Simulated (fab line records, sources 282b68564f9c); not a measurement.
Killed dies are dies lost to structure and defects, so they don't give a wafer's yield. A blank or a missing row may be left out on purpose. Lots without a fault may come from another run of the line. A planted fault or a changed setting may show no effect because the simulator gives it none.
fab line records | flow rit_cmos
record lots=6 wafers=18 last_day=8
route steps=202 shown CONTACT@176 M1@184
lots that met no fault: from a run of the same line without faults
start_h: hours from the record's first day to the start of the lot's first wafer shown | wait_h: hours since the lot's step before | " the same as in the row above | L1.1+2: a row that stands for several wafers | - no value, or no start given | * or withheld: withheld | < > ~ a bound
route shown NAME@n: a module of which the file shows steps, and the number in the route of the first | usual: mean/standard deviation of fault-free wafers | same: alike in all rows | chamber/n: place in a boat | sites: the reading at each site | _std_site: their standard deviation | _edge_site: outer sites' mean less inner sites' | radius_mm: how far each site lies from the wafer's centre | mask NAME#n: copy n | behind: the tool/chamber that last shaped the wafer | hold: why the lot was held/for how many hours/how that ended | device: the transistor (n, p or np) that didn't switch | end of line: the same wafers' tests at the end of the route | a step without rows: its recipe alone | killed: dies lost to structure and defects at the first sort, not the wafer's yield | map: a wafer's dies, x killed, . not, _ none there
set.NAME: the setting as run; set.NAME@STEP: as run at that earlier step | model.NAME: the simulator's own value behind a step, which no gauge read
lots at some steps of the route; a table a step, a row a wafer
services: from which hour (start_h, from the record's first day; less than 0 if before it) a tool's chamber was out of use, for how many hours, and why
## steps
# step RIT_CONTACT_CD_MEAS_08
# recipe target_cd_nm=1000
# usual cd_nm=999.6/2.2
# columns lot.wafer tool chamber start_h wait_h cd_nm
L679.1 cd_sem-01 - 84.39 - 1002.1
L679.2 " - " " 1000.5
L679.6 " - " " 1003.4
L680.1 cd_sem-01 - 91.35 - 998.7
L680.3 " - " " 999.6
L680.4 " - " " 996.8
L690.1 cd_sem-01 - 149.30 - 1000.0
L690.2 " - " " 999.1
L690.5 " - " " 1000.6
L691.1 cd_sem-01 - 149.54 - 998.2
L691.2 " - " " 998.9
L691.5 " - " " 999.4
L692.1 cd_sem-02 - 162.71 - 998.4
L692.5 " - " " 999.5
L692.6 " - " " 998.5
L694.2 cd_sem-01 - 184.05 - 999.7
L694.4 " - " " 1000.3
L694.5 " - " " 1000.4
# step RIT_CONTACT_OVL_MEAS_09
# usual CONTACT_OVL=0.9/1.3
# columns lot.wafer tool chamber start_h wait_h CONTACT_OVL[nm]
L679.1 overlay-02 - 84.51 0.1 0.2
L679.2 " - " " 0.0
L679.6 " - " " 1.3
L680.1 overlay-01 - 91.47 0.1 -0.9
L680.3 " - " " -1.2
L680.4 " - " " 0.0
L690.1 overlay-01 - 149.42 0.1 2.3
L690.2 " - " " 1.7
L690.5 " - " " 1.8
L691.1 overlay-01 - 149.66 0.1 2.9
L691.2 " - " " 2.0
L691.5 " - " " 1.9
L692.1 overlay-02 - 162.83 0.1 2.5
L692.5 " - " " 4.7
L692.6 " - " " 4.7
L694.2 overlay-02 - 184.16 0.1 1.2
L694.4 " - " " 3.3
L694.5 " - " " 1.2
# step RIT_CONTACT_HARDBAKE_10
# recipe resist=NOVOLAK temp_c=140 time_s=60
# step RIT_CONTACT_ETCH_11
# recipe target_depth_a=4800 over_etch_frac=0.2 stop_on=TiSi2 chemistry=CHF3/CF4/Ar target=SiO2 CHF3_flow_sccm=50 cf4_flow_sccm=10 Ar_flow_sccm=100 O2_flow_sccm=5 pressure_mtorr=100 rf_w=200 time_s=320
# usual drypump_motor_current_A=5.5/0.4 oes_product_au=0.986/0.015 throttle_valve_pct=8.84/0.11
# same time_s=320
# columns lot.wafer tool chamber start_h wait_h drypump_motor_current_A oes_product_au rf_hours_counter_h throttle_valve_pct
L679.1 rie_diel-02 2 84.69 0.1 5.0 1.003 128 8.85
L679.2 " 3 " " 5.7 0.976 26 8.75
L679.6 " 1 " " 5.4 0.980 - 8.85
L680.1 rie_diel-03 1 91.66 0.1 5.5 1.017 2 8.77
L680.3 " 3 " " 5.3 1.002 41 8.80
L680.4 " 0 " " 4.9 0.965 40 8.91
L690.1 rie_diel-03 1 149.61 0.1 5.6 1.013 3 8.77
L690.2 " 0 " " 4.9 0.974 41 8.91
L690.5 " 0 " " 4.9 0.975 - 8.91
L691.1 rie_diel-01 3 149.85 0.1 5.8 0.983 24 8.66
L691.2 " 2 " " 6.4 0.966 101 8.95
L691.5 " 1 " " 5.6 0.954 - 8.71
L692.1 rie_diel-01 2 163.01 0.1 6.4 0.958 101 8.95
L692.5 " 0 " " 5.9 0.989 - 8.98
L692.6 " 3 " " 5.7 0.983 - 8.68
L694.2 rie_diel-03 2 184.34 0.1 5.8 0.990 45 8.87
L694.4 " 0 " " 4.9 0.978 42 8.90
L694.5 " 1 " " 5.5 1.012 - 8.77
# step RIT_CONTACT_STRIP_12
# recipe chemistry=O2 time_s=180 resist=NOVOLAK platen_temp_c=withheld power_w=500 pressure_mtorr=4000 o2_flow_sccm=4000
# usual drypump_motor_current_A=5.9/0.42
# same time_s=180
# columns lot.wafer tool chamber start_h wait_h drypump_motor_current_A rf_hours_counter_h
L679.1 plasma_asher-02 1 84.89 0.1 5.4 46
L679.2 " 0 " " 6.4 46
L679.6 " 0 " " 6.4 -
L680.1 plasma_asher-02 0 91.85 0.1 6.4 47
L680.3 " 1 " " 5.4 -
L680.4 " 0 " " 6.4 -
L690.1 plasma_asher-03 0 149.80 0.1 6.2 48
L690.2 " 1 " " 6.1 48
L690.5 " 1 " " 6.1 -
L691.1 plasma_asher-02 1 150.04 0.1 5.4 3
L691.2 " 0 " " 6.4 3
L691.5 " 1 " " 5.4 -
L692.1 plasma_asher-02 0 163.21 0.1 6.4 3
L692.5 " 1 " " 5.4 -
L692.6 " 0 " " 6.4 -
L694.2 plasma_asher-02 1 184.54 0.1 5.4 5
L694.4 " 1 " " 5.4 -
L694.5 " 0 " " 6.4 -
# step RIT_CONTACT_CD_MEAS_90
# recipe target_cd_nm=1000
# usual cd_nm=999.6/2.2
# columns lot.wafer tool chamber start_h wait_h cd_nm
L679.1 cd_sem-01 - 85.06 0.1 1002.1
L679.2 " - " " 1000.8
L679.6 " - " " 1003.4
L680.1 cd_sem-02 - 92.03 0.1 998.1
L680.3 " - " " 999.0
L680.4 " - " " 996.4
L690.1 cd_sem-02 - 149.98 0.1 999.5
L690.2 " - " " 998.8
L690.5 " - " " 1001.2
L691.1 cd_sem-01 - 150.22 0.1 997.6
L691.2 " - " " 998.9
L691.5 " - " " 999.5
L692.1 cd_sem-01 - 163.38 0.1 998.6
L692.5 " - " " 999.9
L692.6 " - " " 998.1
L694.2 cd_sem-02 - 184.73 0.1 999.8
L694.4 " - " " 999.7
L694.5 " - " " 999.6
# step RIT_CONTACT_CLEAN_13
# recipe chemistry=SC1 mix=3:3:50 time_s=600 temp_c=75
# step RIT_CONTACT_CLEAN_14
# recipe chemistry=SC2 mix=3:3:50 time_s=600 temp_c=75 dry=n2_spin
# step RIT_M1_SPUTTER_00
# recipe material=Al target_thk_nm=400 power_w=2000 chamber_pressure_pa=0.4 gas=Ar time_s=500 substrate_temp_c=25
# usual throttle_valve_pct=29.7/1.2
# same time_s=500
# columns lot.wafer tool chamber start_h wait_h throttle_valve_pct
L679.1 pvd_sputter-02 - 85.53 0.0 29.0
L679.2 " - " " 29.2
L679.6 " - " " 28.8
L680.1 pvd_sputter-04 - 92.52 0.0 30.8
L680.3 " - " " 30.8
L680.4 " - " " 28.8
L690.1 pvd_sputter-04 - 150.45 0.0 30.3
L690.2 " - " " 29.0
L690.5 " - " " 30.6
L691.1 pvd_sputter-01 - 150.70 0.0 31.9
L691.2 " - " " 29.5
L691.5 " - " " 32.2
L692.1 pvd_sputter-04 - 163.85 0.0 30.3
L692.5 " - " " 28.8
L692.6 " - " " 30.8
L694.2 pvd_sputter-04 - 185.20 0.0 30.3
L694.4 " - " " 29.1
L694.5 " - " " 30.8
# step RIT_M1_RS_MEAS_01
# recipe thk_meas_gauge=four-point-probe reads=Al_of_M1_SPUTTER_00
# usual M1_AL_RS=0.0735/0.00083
# columns lot.wafer tool chamber start_h wait_h M1_AL_RS[ohm/sq]
L679.1 film_metro-02 - 85.83 0.1 0.0742
L679.2 " - " " 0.0731
L679.6 " - " " 0.0736
L680.1 film_metro-01 - 92.81 0.1 0.0735
L680.3 " - " " 0.0743
L680.4 " - " " 0.0743
L690.1 film_metro-01 - 150.74 0.1 0.0727
L690.2 " - " " 0.0742
L690.5 " - " " 0.0736
L691.1 film_metro-02 - 151.00 0.1 0.0737
L691.2 " - " " 0.0738
L691.5 " - " " 0.0731
L692.1 film_metro-01 - 164.15 0.1 0.0733
L692.5 " - " " 0.0732
L692.6 " - " " 0.0728
L694.2 film_metro-04 - 185.51 0.2 0.0726
L694.4 " - " " 0.0728
L694.5 " - " " 0.0721
# step RIT_M1_THK_MEAS_02
# recipe thk_meas_gauge=xrf reads=Al_of_M1_SPUTTER_00
# usual M1_AL_THK=407/4.9
# columns lot.wafer tool chamber start_h wait_h M1_AL_THK[nm]
L679.1 film_metro-02 - 85.95 0.1 401
L679.2 " - " " 407
L679.6 " - " " 406
L680.1 film_metro-01 - 92.93 0.1 407
L680.3 " - " " 404
L680.4 " - " " 402
L690.1 film_metro-01 - 150.86 0.1 412
L690.2 " - " " 400
L690.5 " - " " 408
L691.1 film_metro-02 - 151.12 0.1 406
L691.2 " - " " 407
L691.5 " - " " 411
L692.1 film_metro-01 - 164.27 0.1 407
L692.5 " - " " 406
L692.6 " - " " 411
L694.2 film_metro-04 - 185.62 0.1 411
L694.4 " - " " 413
L694.5 " - " " 417
# step RIT_M1_HMDS_03
# recipe prime_time_s=60 prime_temp_c=140
# step RIT_M1_COAT_04
# recipe resist=NOVOLAK spin_rpm=2000 resist_thk_nm=1300
# columns lot.wafer tool chamber start_h wait_h model.NOVOLAK_of_M1_COAT_04.thk_nm
L679.1 litho_track-03 0 86.33 0.1 1298
L679.2 " 0 " " 1297
L679.6 " 0 " " 1300
L680.1 litho_track-04 0 93.14 0.1 1298
L680.3+4 " 0 " " 1302
L690.1 litho_track-03 0 151.07 0.1 712.9
L690.2 " 0 " " 714.2
L690.5 " 0 " " 712.4
L691.1 litho_track-02 0 151.33 0.1 1304
L691.2 " 0 " " 1300
L691.5 " 0 " " 1301
L692.1 litho_track-03 0 164.65 0.1 717.8
L692.5 " 0 " " 715.6
L692.6 " 0 " " 716.4
L694.2 litho_track-04 0 185.85 0.1 1301
L694.4 " 0 " " 1303
L694.5 " 0 " " 1304
# step RIT_M1_SOFTBAKE_05
# recipe resist=NOVOLAK temp_c=90 time_s=60
# step RIT_M1_EXPOSE_06
# recipe mask_id=M12 na=0.6 source_shape=conventional sigma_outer=0.5 target_cd_nm=2600 dose_mj=250
# step RIT_M1_PEB_07
# recipe resist=NOVOLAK temp_c=withheld time_s=withheld
# step RIT_M1_DEVELOP_08
# recipe resist=NOVOLAK develop_time_s=68 dev_temp_c=24.09
# columns lot.wafer tool chamber start_h wait_h model.M1.cd_nm
L679.1 litho_track-04 0 - - 2601
L679.2 " 0 " " 2600
L679.6 " 0 " " 2602
L680.1+4 litho_track-04 0 - - 2599
L680.3 " 0 " " 2597
L690.1 litho_track-03 0 - - 2531
L690.2+5 " 0 " " 2532
L691.1 litho_track-02 0 - - 2599
L691.2 " 0 " " 2598
L691.5 " 0 " " 2597
L692.1 litho_track-02 0 - - 2531
L692.5 " 0 " " 2528
L692.6 " 0 " " 2533
L694.2 litho_track-02 0 - - 2598
L694.4+5 " 0 " " 2599
# step RIT_M1_CD_MEAS_09
# recipe target_cd_nm=2600
# usual cd_nm=2599.4/2.4
# columns lot.wafer tool chamber start_h wait_h cd_nm
L679.1 cd_sem-01 - 87.06 - 2601.0
L679.2 " - " " 2599.6
L679.6 " - " " 2601.9
L680.1 cd_sem-02 - 94.10 - 2598.9
L680.3 " - " " 2597.1
L680.4 " - " " 2599.1
L690.1 cd_sem-01 - 151.93 - 2531.3
L690.2 " - " " 2531.9
L690.5 " - " " 2532.3
L691.1 cd_sem-02 - 152.18 - 2599.1
L691.2 " - " " 2598.2
L691.5 " - " " 2597.0
L692.1 cd_sem-01 - 165.38 - 2531.2
L692.5 " - " " 2528.1
L692.6 " - " " 2532.5
L694.2 cd_sem-02 - 186.70 - 2598.2
L694.4 " - " " 2598.6
L694.5 " - " " 2598.6
# step RIT_M1_OVL_MEAS_10
# usual M1_OVL=0.9/1.4
# columns lot.wafer tool chamber start_h wait_h M1_OVL[nm]
L679.1 overlay-02 - 87.18 0.1 0.7
L679.2 " - " " 0.8
L679.6 " - " " 1.1
L680.1 overlay-02 - 94.22 0.1 0.5
L680.3 " - " " -0.4
L680.4 " - " " -0.7
L690.1 overlay-01 - 152.05 0.1 0.4
L690.2 " - " " 1.9
L690.5 " - " " 2.8
L691.1 overlay-01 - 152.30 0.1 1.4
L691.2 " - " " 3.6
L691.5 " - " " 2.2
L692.1 overlay-02 - 165.50 0.1 1.1
L692.5 " - " " 1.4
L692.6 " - " " 2.8
L694.2 overlay-01 - 186.80 0.1 -1.7
L694.4 " - " " -2.2
L694.5 " - " " -1.9
# step RIT_M1_HARDBAKE_11
# recipe resist=NOVOLAK temp_c=140 time_s=120
# step RIT_M1_METAL_ETCH_12
# recipe stop_on=SiO2 chemistry=Cl2/BCl3 target=Al time_s=165 over_etch_frac=0.5 pressure_mtorr=100 target_depth_a=6000 rf_w=250 Cl2_flow_sccm=60 bcl3_flow_sccm=50
# usual bcl3_flow_sccm=50.02/0.15 drypump_motor_current_A=5.5/0.39 oes_product_au=0.784/0.0079 throttle_valve_pct=8.27/0.055
# same time_s=165
# columns lot.wafer tool chamber start_h wait_h bcl3_flow_sccm drypump_motor_current_A oes_product_au rf_hours_counter_h throttle_valve_pct model.NOVOLAK_of_M1_COAT_04.thk_nm model.M1.cd_nm
L679.1 rie_metal-02 1 87.59 0.2 50.19 6.3 0.787 4.7 8.36 799 2603
L679.2 " 0 " " 50.20 5.6 0.794 4.7 8.20 792.2 2598
L679.6 " 1 " " 50.22 6.3 0.794 - 8.37 800.6 2604
L680.1 rie_metal-01 0 94.51 0.2 50.01 5.3 0.774 0.9 8.31 806.2 2598
L680.3 " 1 " " 50.16 5.4 0.782 - 8.21 805.9 2598
L680.4 " 0 " " 50.01 5.3 0.768 - 8.31 811.7 2598
L690.1 rie_metal-02 0 152.33 0.2 49.77 5.7 0.785 5.4 8.22 283.8 2531
L690.2 " 0 " " 49.98 5.6 0.777 - 8.22 288.2 2530
L690.5 " 0 " " 50.15 5.6 0.789 - 8.21 283.8 2531
L691.1 rie_metal-01 1 152.59 0.2 50.52 5.4 0.783 1.6 8.21 808.3 2601
L691.2 " 0 " " 49.99 5.3 0.778 1.6 8.31 808.2 2598
L691.5 " 0 " " 50.01 5.3 0.781 - 8.30 807.7 2598
L692.1 rie_metal-03 1 165.78 0.2 50.08 5.0 0.789 3.1 8.28 304.3 2531
L692.5 " 1 " " 49.95 5.0 0.785 - 8.28 305.8 2528
L692.6 " 0 " " 49.85 5.5 0.780 - 8.25 301.8 2530
L694.2 rie_metal-01 1 187.08 0.2 49.96 5.4 0.782 1.8 8.20 806.1 2597
L694.4 " 1 " " 50.03 5.4 0.780 - 8.21 805 2597
L694.5 " 0 " " 50.30 5.3 0.784 - 8.30 811.2 2597
# step RIT_M1_STRIP_13
# recipe chemistry=nmp resist=NOVOLAK temp_c=80 time_s=600 dry=n2_spin
# step RIT_M1_PROBE_99
# usual defect_limited_yield=97.3/1.2 killed_at_contacts=0.1/0.25 killed_at_front_end=7/3.3 killed_dies=7/3.2 killed_open=3.6/2.2 killed_short=3.5/2 sort_bin_3_pad_short=0.2/0.24 sort_bin_5_function=1.5/0.88 sort_bin_6_memory=1.0/0.68 sort_n_pass=257/3.2 sort_yield_pct=97.3/1.2
# same gross_dies=264 killed_at_M0_to_M3=0 killed_at_M4_up=0 killed_at_back_side=0 killed_at_other=0
# columns lot.wafer tool chamber start_h wait_h defect_limited_yield[%] killed_at_contacts killed_at_front_end killed_dies killed_open killed_short sort_bin_3_pad_short[%] sort_bin_5_function[%] sort_bin_6_memory[%] sort_n_pass sort_yield_pct[%] model.etest.m1.width_nm
L679.1 prober-02 - 89.90 0.1 98.5 0 4 4 1 3 0 1.1 0.4 260 98.5 2605
L679.2 prober-02 - 89.95 0.1 97.0 0 8 8 6 2 0 3.0 0 256 97.0 2597
L679.6 prober-02 - 90.15 0.2 99.2 0 2 2 1 1 0 0.8 0 262 99.2 2604
L680.1 prober-01 - 96.76 0.1 98.9 0 3 3 3 0 0 0 1.1 261 98.9 2599
L680.3 prober-01 - 96.86 0.2 93.9 0 16 16 7 9 0 3.8 2.3 248 93.9 2592
L680.4 prober-01 - 96.91 0.2 95.8 0 11 11 8 3 0 1.5 2.7 253 95.8 2602
L690.1 prober-01 - 154.76 0.1 96.2 1 9 10 5 5 0.8 2.7 0.4 254 96.2 2528
L690.2 prober-01 - 154.81 0.1 94.7 0 14 14 5 9 0 3.4 1.9 250 94.7 2535
L690.5 prober-01 - 154.96 0.2 97.0 0 8 8 5 3 0.4 1.5 1.1 256 97.0 2532
L691.1 prober-02 - 156.26 0.1 97.3 0 7 7 3 4 0.8 0.8 1.1 257 97.3 2604
L691.2 prober-02 - 156.31 0.1 97.0 0 8 8 3 5 0.4 2.3 0.4 256 97.0 2596
L691.5 prober-02 - 156.46 0.2 98.5 0 4 4 1 3 0.8 0.4 0.4 260 98.5 2594
L692.1 prober-01 - 168.05 0.1 97.0 0 8 8 2 6 0.4 1.1 1.5 256 97.0 2529
L692.5 prober-01 - 168.25 0.2 98.1 0 5 5 0 5 0.4 1.1 0.4 259 98.1 2528
L692.6 prober-01 - 168.30 0.2 96.2 0 10 10 7 3 0 2.3 1.5 254 96.2 2527
L694.2 prober-01 - 189.38 0.1 97.7 0 6 6 6 0 0 1.1 1.1 258 97.7 2601
L694.4 prober-01 - 189.48 0.2 96.6 0 9 9 3 6 0 2.3 1.1 255 96.6 2594
L694.5 prober-01 - 189.53 0.2 95.1 0 13 13 6 7 0 3.8 1.1 251 95.1 2590
# killed by level:class
L679.1 GATE:geometric_particle:short=3 GATE:geometric_particle:open=1
L679.2 GATE:geometric_particle:open=4 FOX2:geometric_particle:open=1 GATE:geometric_particle:short=1 REOX:geometric_particle:short=1 SPACER:geometric_particle:open=1
L679.6 SPACER:geometric_particle:short=1 SPACER:geometric_particle:open=1
L680.1 GATE:geometric_particle:open=2 SPACER:geometric_particle:open=1
L680.3 GATE:geometric_particle:short=4 REOX:geometric_particle:short=3 REOX:geometric_particle:open=3 GATE:geometric_particle:open=2 FOX1:geometric_particle:short=1 SPACER:geometric_particle:open=1 SILICIDE:geometric_particle:short=1 SILICIDE:geometric_particle:open=1
L680.4 SPACER:geometric_particle:open=4 REOX:geometric_particle:open=2 FOX2:geometric_particle:open=1 GATE:geometric_particle:short=1 GATE:geometric_particle:open=1 REOX:geometric_particle:short=1 SPACER:geometric_particle:short=1
L690.1 GATE:geometric_particle:short=3 SPACER:geometric_particle:open=2 SPACER:geometric_particle:short=2 GATE:geometric_particle:open=1 REOX:geometric_particle:open=1 CONTACT:geometric_particle:open=1
L690.2 GATE:geometric_particle:short=4 FOX2:geometric_particle:short=3 SPACER:geometric_particle:open=3 FOX2:geometric_particle:open=1 REOX:geometric_particle:open=1 SPACER:geometric_particle:short=1 SILICIDE:geometric_particle:short=1
L690.5 ACTIVE:geometric_particle:open=1 GATE:geometric_particle:open=1 REOX:geometric_particle:open=1 GATE:geometric_particle:short=1 REOX:geometric_particle:short=1 SPACER:geometric_particle:open=1 SPACER:geometric_particle:short=1 SILICIDE:geometric_particle:open=1
L691.1 GATE:geometric_particle:short=3 GATE:geometric_particle:open=2 ACTIVE:geometric_particle:short=1 SILICIDE:geometric_particle:open=1
L691.2 GATE:geometric_particle:short=3 FOX2:geometric_particle:open=2 FOX2:geometric_particle:short=1 GATE:geometric_particle:open=1 SPACER:geometric_particle:short=1
L691.5 GATE:geometric_particle:short=2 FOX1:geometric_particle:short=1 SPACER:geometric_particle:open=1
L692.1 ACTIVE:geometric_particle:short=2 FOX1:geometric_particle:short=2 FOX1:geometric_particle:open=1 GATE:geometric_particle:short=1 GATE:geometric_particle:open=1 SPACER:geometric_particle:short=1
L692.5 GATE:geometric_particle:short=3 FOX2:geometric_particle:short=1 SILICIDE:geometric_particle:short=1
L692.6 GATE:geometric_particle:open=3 SPACER:geometric_particle:open=2 FOX1:geometric_particle:open=1 GATE:geometric_particle:short=1 SPACER:geometric_particle:short=1 SILICIDE:geometric_particle:open=1 SILICIDE:geometric_particle:short=1
L694.2 FOX1:geometric_particle:open=2 SPACER:geometric_particle:open=2 GATE:geometric_particle:open=1 REOX:geometric_particle:open=1
L694.4 GATE:geometric_particle:short=2 SILICIDE:geometric_particle:short=2 FOX1:geometric_particle:open=1 GATE:geometric_particle:open=1 REOX:geometric_particle:open=1 REOX:geometric_particle:short=1 SPACER:geometric_particle:short=1
L694.5 FOX1:geometric_particle:short=3 GATE:geometric_particle:open=3 SPACER:geometric_particle:short=2 SILICIDE:geometric_particle:open=2 FOX2:geometric_particle:short=1 REOX:geometric_particle:short=1 REOX:geometric_particle:open=1
## services
# columns tool chamber start_h hours kind
rie_metal-03 - 61.18 2.9 repair
pvd_sputter-01 - 65.23 1.4 repair
rie_diel-03 0 82.53 1.4 repair
plasma_asher-03 - 102.36 0.6 repair
plasma_asher-02 - 108.75 9.0 pm
plasma_asher-02 0 108.75 9.0 vent_cycle
plasma_asher-02 1 108.75 9.0 vent_cycle
plasma_asher-02 0 117.75 - clean
plasma_asher-02 1 117.75 - clean
rie_metal-03 - 122.00 14.6 pm
rie_metal-02 1 133.17 29.5 repair
rie_diel-01 2 135.91 7.5 repair
rie_metal-03 1 156.39 1.1 repair
pvd_sputter-01 - 173.69 9.4 repair
rie_metal-01 0 179.77 4.2 repair
rie_diel-03 - 182.46 1.1 repair
## key
first_sign step=RIT_M1_CD_MEAS_09 reading=cd_nm direction=down sigmas=29 usual=2599.4 struck=2531.2
effect none on later readings
model_effect step=RIT_M1_COAT_04 value=NOVOLAK_of_M1_COAT_04.thk_nm without=1300 struck=714.9
model_effect step=RIT_M1_DEVELOP_08 value=M1.cd_nm without=2601 struck=2531
model_effect step=RIT_M1_METAL_ETCH_12 value=NOVOLAK_of_M1_COAT_04.thk_nm without=799.6 struck=294.6
model_effect step=RIT_M1_PROBE_99 value=etest.m1.width_nm without=2600 struck=2530
met_at RIT_M1_COAT_04
struck_wafers L690.1,L690.2,L690.5,L692.1,L692.5,L692.6
onset_between 86.33 151.07
fault kind=process_parameter_drift tool=litho_track-03 chamber=- onset_h=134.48 steps=RIT_M1_COAT_04 channel=resist_thk_nm offset=-585 shape=step end_h=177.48 acts_in=these_recipes_only stated=1300
